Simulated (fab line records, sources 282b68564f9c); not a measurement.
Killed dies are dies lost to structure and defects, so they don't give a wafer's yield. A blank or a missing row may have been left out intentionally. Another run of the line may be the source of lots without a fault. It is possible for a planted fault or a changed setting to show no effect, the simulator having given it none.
fab line records    flow rit_cmos
record lots=6  wafers=18  last_day=7
route steps=202 shown NSD@138 PSD@142 M1@202
lots with no fault: from the same line, run without faults
start_h: hours from the record's opening day to when the first of the lot's shown wafers began    wait_h: hours since the lot's step before    " the same as in the row above    L1.1+2: one row covering several wafers at once    - no value, or no start given    * or withheld: withheld    < > ~ a bound
route shown NAME@n: a module of which the file shows steps, and the number in the route of the first    usual: mean/standard deviation taken from wafers without a fault    same: alike in all rows    chamber/n: place in a boat    sites: readings site by site    _std_site: how widely they spread, as a standard deviation    _edge_site: inner sites' mean taken away from outer sites' mean    radius_mm: how far each site lies from the wafer's centre    mask NAME#n: copy n    behind: the most recent tool/chamber to have shaped the wafer    hold: cause of the lot's hold/its duration in hours/its outcome    device: which transistor (n, p or np) failed to switch    end of line: tests of these same wafers at the route's end    where a step has no rows: the recipe by itself    killed: at the first sort, the dies lost to defects and structure; wafer yield is something else    map: the dies of a wafer, with x for killed, . for not killed, _ for no die there
set.NAME: the setting the step ran with; set.NAME@STEP: the setting that earlier step ran with    model.NAME: the simulator's own value behind a step, which no gauge read
a table for each step, a row for each wafer; lots at some steps of the route
services: the hour from which a tool's chamber was out of use, counted from the record's first day as start_h (under 0 if before that day), plus the number of hours and why
## steps
# step RIT_NSD_HARDBAKE_07
# recipe resist=NOVOLAK  temp_c=140  time_s=60
# step RIT_NSD_IMPLANT_08
# recipe species=P  energy_kev=25  dose_cm2=1e+15  tilt_deg=7
# step RIT_NSD_STRIP_09
# recipe chemistry=O2  time_s=180  resist=NOVOLAK  platen_temp_c=withheld  power_w=500  pressure_mtorr=4000  o2_flow_sccm=4000
# usual drypump_motor_current_A=5.76/0.23
# same time_s=180
lot.wafer  tool             chamber  start_h  wait_h  drypump_motor_current_A  rf_hours_counter_h
L843.4     plasma_asher-02  0        94.86    0.1     5.79                     -
L843.5     "                0        "        "       5.79                     -
L843.6     "                1        "        "       6.00                     -
L845.1     plasma_asher-03  1        102.00   0.1     5.72                     46
L845.2     "                0        "        "       5.39                     46
L845.4     "                0        "        "       5.42                     -
L853.1     plasma_asher-03  1        135.63   0.1     5.70                     2
L853.3     "                0        "        "       5.37                     -
L853.5     "                0        "        "       5.43                     -
L855.2     plasma_asher-02  1        148.51   0.1     6.03                     36
L855.4     "                1        "        "       6.02                     -
L855.5     "                1        "        "       6.04                     -
L856.1     plasma_asher-01  0        150.47   0.1     5.75                     50
L856.2     "                1        "        "       6.05                     50
L856.3     "                0        "        "       5.73                     -
L859.1     plasma_asher-03  1        169.96   0.1     5.70                     5
L859.4     "                1        "        "       5.71                     -
L859.5     "                0        "        "       5.38                     -
# step RIT_NSD_TW_MEAS_10
# usual NSD_TW=3109/20
lot.wafer  tool           chamber  start_h  wait_h  NSD_TW
L843.4     film_metro-01  -        95.01    0.1     3088
L843.5     "              -        "        "       3094
L843.6     "              -        "        "       3095
L845.1     film_metro-03  -        102.18   0.1     3098
L845.2     "              -        "        "       3112
L845.4     "              -        "        "       3099
L853.1     film_metro-02  -        135.81   0.1     3115
L853.3     "              -        "        "       3125
L853.5     "              -        "        "       3122
L855.2     film_metro-03  -        148.69   0.1     3138
L855.4     "              -        "        "       3144
L855.5     "              -        "        "       3141
L856.1     film_metro-01  -        150.64   0.1     3113
L856.2     "              -        "        "       3117
L856.3     "              -        "        "       3106
L859.1     film_metro-02  -        170.13   0.1     3129
L859.4     "              -        "        "       3122
L859.5     "              -        "        "       3132
# step RIT_PSD_HMDS_00
# recipe prime_time_s=60  prime_temp_c=140
# step RIT_PSD_COAT_01
# recipe resist=NOVOLAK  spin_rpm=3250  resist_thk_nm=1000
# step RIT_PSD_SOFTBAKE_02
# recipe resist=NOVOLAK  temp_c=90  time_s=60
# step RIT_PSD_EXPOSE_03
# recipe mask_id=M10  na=0.57  target_cd_nm=40900  dose_mj=250
# step RIT_PSD_PEB_04
# recipe resist=NOVOLAK  temp_c=withheld  time_s=withheld
# step RIT_PSD_DEVELOP_05
# recipe resist=NOVOLAK  develop_time_s=50  dev_temp_c=23
# step RIT_PSD_OVL_MEAS_06
# usual PSD_OVL=1.1/1.4
lot.wafer  tool        chamber  start_h  wait_h  PSD_OVL[nm]
L843.4     overlay-02  -        96.34    -       1.9
L843.5     "           -        "        "       2.9
L843.6     "           -        "        "       3.1
L845.1     overlay-01  -        103.09   -       1.5
L845.2     "           -        "        "       2.0
L845.4     "           -        "        "       3.8
L853.1     overlay-02  -        136.72   -       0.8
L853.3     "           -        "        "       0.3
L853.5     "           -        "        "       1.1
L855.2     overlay-01  -        149.60   -       1.3
L855.4     "           -        "        "       0.4
L855.5     "           -        "        "       0.9
L856.1     overlay-01  -        151.55   -       1.8
L856.2     "           -        "        "       1.8
L856.3     "           -        "        "       1.9
L859.1     overlay-02  -        171.04   -       2.2
L859.4     "           -        "        "       2.5
L859.5     "           -        "        "       0.8
# step RIT_PSD_HARDBAKE_07
# recipe resist=NOVOLAK  temp_c=140  time_s=60
# step RIT_PSD_IMPLANT_08
# recipe species=BF2  energy_kev=27  dose_cm2=5e+15  tilt_deg=7
# usual beam_energy_keV=26.999/0.008  dose_ions_cm2=4.999e+15/6.5e+12
lot.wafer  tool          chamber  start_h  wait_h  beam_energy_keV  dose_ions_cm2
L843.4     implanter-04  0        96.62    0.1     27.009           5.019e+15
L843.5     "             0        "        "       27.005           5.005e+15
L843.6     "             0        "        "       27.013           4.995e+15
L845.1     implanter-03  0        103.49   0.1     26.996           4.998e+15
L845.2     "             0        "        "       27.001           4.993e+15
L845.4     "             0        "        "       26.998           4.995e+15
L853.1     implanter-03  0        136.91   0.1     27.013           4.662e+15
L853.3     "             0        "        "       27.003           4.657e+15
L853.5     "             0        "        "       27.003           4.659e+15
L855.2     implanter-02  0        149.81   0.1     27.003           5.001e+15
L855.4     "             0        "        "       26.998           4.989e+15
L855.5     "             0        "        "       27.003           5.008e+15
L856.1     implanter-03  0        151.74   0.1     26.999           4.662e+15
L856.2     "             0        "        "       26.993           4.65e+15
L856.3     "             0        "        "       27.009           4.652e+15
L859.1     implanter-04  0        171.23   0.1     26.995           5.017e+15
L859.4     "             0        "        "       26.986           5.01e+15
L859.5     "             0        "        "       26.992           5.013e+15
# step RIT_PSD_STRIP_09
# recipe chemistry=O2  time_s=180  resist=NOVOLAK  platen_temp_c=withheld  power_w=500  pressure_mtorr=4000  o2_flow_sccm=4000
# usual drypump_motor_current_A=5.71/0.27
# same time_s=180
lot.wafer  tool             chamber  start_h  wait_h  drypump_motor_current_A  rf_hours_counter_h
L843.4     plasma_asher-01  1        96.75    0.1     6.10                     -
L843.5     "                1        "        "       6.11                     -
L843.6     "                0        "        "       5.75                     -
L845.1     plasma_asher-01  0        103.64   0.1     5.74                     44
L845.2     "                1        "        "       6.07                     44
L845.4     "                0        "        "       5.75                     -
L853.1     plasma_asher-01  1        137.06   0.1     6.08                     48
L853.3     "                1        "        "       6.04                     -
L853.5     "                0        "        "       5.74                     -
L855.2     plasma_asher-03  1        149.93   0.1     5.72                     3
L855.4     "                0        "        "       5.40                     -
L855.5     "                1        "        "       5.72                     -
L856.1     plasma_asher-03  0        151.89   0.1     5.38                     3
L856.2     "                1        "        "       5.73                     3
L856.3     "                0        "        "       5.39                     -
L859.1     plasma_asher-03  1        171.38   0.1     5.74                     5
L859.4     "                0        "        "       5.38                     -
L859.5     "                1        "        "       5.74                     -
# step RIT_M1_PROBE_99
# usual killed_at_contacts=0.1/0.37  killed_at_front_end=6.9/2.9  killed_dies=7.1/2.9  killed_open=3.3/1.8  killed_short=3.6/2.2
# same gross_dies=264  killed_at_M0_to_M3=0  killed_at_M4_up=0  killed_at_back_side=0  killed_at_other=0
lot.wafer  tool       chamber  start_h  wait_h  killed_at_contacts  killed_at_front_end  killed_dies  killed_open  killed_short
L843.4     prober-02  -        104.91   0.2     1                   11                   12           2            10
L843.5     prober-02  -        104.96   0.2     0                   9                    9            7            2
L843.6     prober-02  -        105.01   0.2     1                   8                    9            6            3
L845.1     prober-02  -        111.83   0.1     0                   11                   11           3            8
L845.2     prober-02  -        111.88   0.1     0                   11                   11           4            7
L845.4     prober-02  -        111.98   0.2     1                   8                    9            7            1
L853.1     prober-02  -        145.51   0.1     0                   4                    4            2            2
L853.3     prober-02  -        145.61   0.2     0                   4                    4            2            2
L853.5     prober-02  -        145.71   0.2     0                   5                    5            2            2
L856.1     prober-01  -        160.18   0.1     0                   9                    9            2            7
L856.2     prober-01  -        160.23   0.1     0                   9                    9            3            6
L856.3     prober-01  -        160.28   0.2     0                   3                    3            2            1
L859.1     prober-02  -        179.76   0.1     0                   9                    9            7            2
L859.4     prober-02  -        179.91   0.2     0                   5                    5            4            1
L859.5     prober-02  -        179.96   0.2     0                   9                    9            3            6
# killed by level:class
L843.4 GATE:geometric_particle:short=3 FOX1:geometric_particle:short=2 SPACER:geometric_particle:short=2 FOX1:geometric_particle:open=1 FOX2:geometric_particle:short=1 FOX2:geometric_particle:open=1 SILICIDE:geometric_particle:short=1 CONTACT:geometric_particle:short=1
L843.5 SPACER:geometric_particle:open=3 GATE:geometric_particle:open=2 SILICIDE:geometric_particle:open=2 REOX:geometric_particle:short=1 SILICIDE:geometric_particle:short=1
L843.6 FOX2:geometric_particle:open=2 FOX1:geometric_particle:open=1 GATE:geometric_particle:open=1 REOX:geometric_particle:open=1 SPACER:geometric_particle:short=1 SILICIDE:geometric_particle:open=1 SILICIDE:geometric_particle:short=1 CONTACT:geometric_particle:short=1
L845.1 GATE:geometric_particle:short=3 FOX1:geometric_particle:short=2 GATE:geometric_particle:open=2 SPACER:geometric_particle:short=2 FOX1:geometric_particle:open=1 SILICIDE:geometric_particle:short=1
L845.2 GATE:geometric_particle:short=4 FOX1:geometric_particle:short=2 GATE:geometric_particle:open=2 REOX:geometric_particle:open=1 SPACER:geometric_particle:open=1 SPACER:geometric_particle:short=1
L845.4 GATE:geometric_particle:open=2 REOX:geometric_particle:open=2 SPACER:geometric_particle:open=2 GATE:geometric_particle:short=1 SILICIDE:geometric_particle:open=1 CONTACT:coat_microbubble_printed=1
L853.1 ACTIVE:geometric_particle:open=1 FOX1:geometric_particle:short=1 GATE:geometric_particle:open=1 GATE:geometric_particle:short=1
L853.3 GATE:geometric_particle:short=2 FOX1:geometric_particle:open=1 REOX:geometric_particle:open=1
L853.5 GATE:geometric_particle:short=2 GATE:geometric_particle:open=1 REOX:geometric_particle:open=1 PWELL:coat_microbubble_printed=1
L856.1 FOX1:geometric_particle:short=2 SPACER:geometric_particle:short=2 GATE:geometric_particle:short=1 REOX:geometric_particle:open=1 REOX:geometric_particle:short=1 SPACER:geometric_particle:open=1 STARTING-WAFER:geometric_particle:short=1
L856.2 FOX2:geometric_particle:short=3 REOX:geometric_particle:short=2 GATE:geometric_particle:short=1 GATE:geometric_particle:open=1 REOX:geometric_particle:open=1 SILICIDE:geometric_particle:open=1
L856.3 FOX2:geometric_particle:open=1 GATE:geometric_particle:open=1 REOX:geometric_particle:short=1
L859.1 FOX1:geometric_particle:open=2 GATE:geometric_particle:open=2 REOX:geometric_particle:open=2 FOX1:geometric_particle:short=1 FOX2:geometric_particle:open=1 SPACER:geometric_particle:short=1
L859.4 GATE:geometric_particle:open=4 GATE:geometric_particle:short=1
L859.5 GATE:geometric_particle:short=4 REOX:geometric_particle:short=2 REOX:geometric_particle:open=2 GATE:geometric_particle:open=1
## services
tool             chamber  start_h  hours  kind
implanter-03     -        77.11    3.3    repair
plasma_asher-03  -        108.75   9.0    pm
plasma_asher-03  0        108.75   9.0    vent_cycle
plasma_asher-03  1        108.75   9.0    vent_cycle
plasma_asher-03  0        117.75   -      clean
plasma_asher-03  1        117.75   -      clean
implanter-03     -        149.36   2.2    repair
implanter-04     -        150.02   2.6    pm
## key
first_sign step=RIT_PSD_IMPLANT_08  reading=dose_ions_cm2  direction=down  sigmas=52  usual=4.999e+15  struck=4.657e+15
effect none on later readings
met_at RIT_PSD_IMPLANT_08
struck_wafers L853.1,L853.3,L853.5,L856.1,L856.2,L856.3
tester_left_out L853,L856
onset_between 103.49 136.91
fault kind=process_parameter_drift  tool=implanter-03  chamber=-  onset_h=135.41  steps=RIT_PSD_IMPLANT_08  channel=dose_cm2  offset=-3.3903e+14  shape=step  end_h=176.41  acts_in=these_recipes_only  stated=5e+15
# tester_left_out: of these lots the tester's yield and bins aren't shown, on N5 and GAA mostly nor the transistor test; their killed dies are dies lost to structure and defects alone, not to doping, threshold or leakage, so they don't give the yield
